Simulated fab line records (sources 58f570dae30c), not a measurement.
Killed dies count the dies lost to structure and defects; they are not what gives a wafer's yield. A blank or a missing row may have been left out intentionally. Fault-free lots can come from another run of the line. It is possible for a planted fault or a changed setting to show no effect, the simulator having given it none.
Lot-split experiment | flow berkeleyCmos170 | 23 wafers read across 5 lots, on a route 331 steps long

## THE SPLIT ITSELF
At UCB170_PWELL_CVD_05 (deposits Si3N4 from SiH2Cl2/NH3, target thk 220 nm, time 3300 s), the setting pressureMtorr was moved away from the recipe's 200 mTorr on 20 of the 23 wafers read, by -14.7% to -4.0%. The other wafers ran this setting at the recipe's value.

The reading is taken at the split's own step.

## THE READING
Si3N4_of_PWELL_CVD_05.thkNm (the simulator's own value, which no gauge read), in nm, at UCB170_PWELL_CVD_05 (deposits Si3N4 from SiH2Cl2/NH3, target thk 220 nm, time 3300 s). No usual value for it is given in the file. Across the 3 wafers here that went through the recipe, the average is 222.5 nm and the standard deviation 0.81 nm.

wafer  | tool, chamber at the split | pressureMtorr as run, mTorr | against the recipe | Si3N4_of_PWELL_CVD_05.thkNm, nm | against lot-mates on the recipe
L076.1 | -, -                       | 176.5                       | -11.8%             | 213.6                           | no lot-mate on the recipe
L076.2 | -, -                       | 176.5                       | -11.8%             | 211.7                           | no lot-mate on the recipe
L076.3 | -, -                       | 176.5                       | -11.8%             | 212.3                           | no lot-mate on the recipe
L076.4 | -, -                       | 176.5                       | -11.8%             | 212.9                           | no lot-mate on the recipe
L076.5 | -, -                       | 176.5                       | -11.8%             | 212.7                           | no lot-mate on the recipe
L077.2 | -, -                       | 182.7                       | -8.7%              | 217.1                           | no lot-mate on the recipe
L077.3 | -, -                       | 182.7                       | -8.7%              | 218.7                           | no lot-mate on the recipe
L077.4 | -, -                       | 182.7                       | -8.7%              | 217.9                           | no lot-mate on the recipe
L077.5 | -, -                       | 182.7                       | -8.7%              | 216.3                           | no lot-mate on the recipe
L077.6 | -, -                       | 182.7                       | -8.7%              | 217.3                           | no lot-mate on the recipe
L081.1 | -, -                       | 170.7                       | -14.7%             | 205.9                           | no lot-mate on the recipe
L081.5 | -, -                       | 170.7                       | -14.7%             | 205.9                           | no lot-mate on the recipe
L081.2 | -, -                       | 170.7                       | -14.7%             | 206.9                           | no lot-mate on the recipe
L081.4 | -, -                       | 170.7                       | -14.7%             | 206.9                           | no lot-mate on the recipe
L081.3 | -, -                       | 170.7                       | -14.7%             | 208.2                           | no lot-mate on the recipe
L083.1 | lpcvd-01, 1                | 200                         | recipe             | 221.4                           | -
L083.3 | lpcvd-01, 1                | 200                         | recipe             | 223.2                           | -
L083.5 | lpcvd-01, 1                | 200                         | recipe             | 223                             | -
L085.1 | -, -                       | 192                         | -4.0%              | 218.1                           | no lot-mate on the recipe
L085.2 | -, -                       | 192                         | -4.0%              | 216.4                           | no lot-mate on the recipe
L085.3 | -, -                       | 192                         | -4.0%              | 217.7                           | no lot-mate on the recipe
L085.5 | -, -                       | 192                         | -4.0%              | 217.3                           | no lot-mate on the recipe
L085.6 | -, -                       | 192                         | -4.0%              | 218.4                           | no lot-mate on the recipe

THE FIT
A straight line over all 23 wafers: Si3N4_of_PWELL_CVD_05.thkNm changes by +0.964 nm for each +1% of pressureMtorr; r = +0.92; the points scatter about the line by 2.1 nm.
Too few moved wafers have a lot-mate on the recipe to fit a line with each lot's own level taken away.

## THE FILE'S OWN FIT
Si3N4_of_PWELL_CVD_05.thkNm changes by +0.964 nm for each +1% of pressureMtorr, r = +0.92.
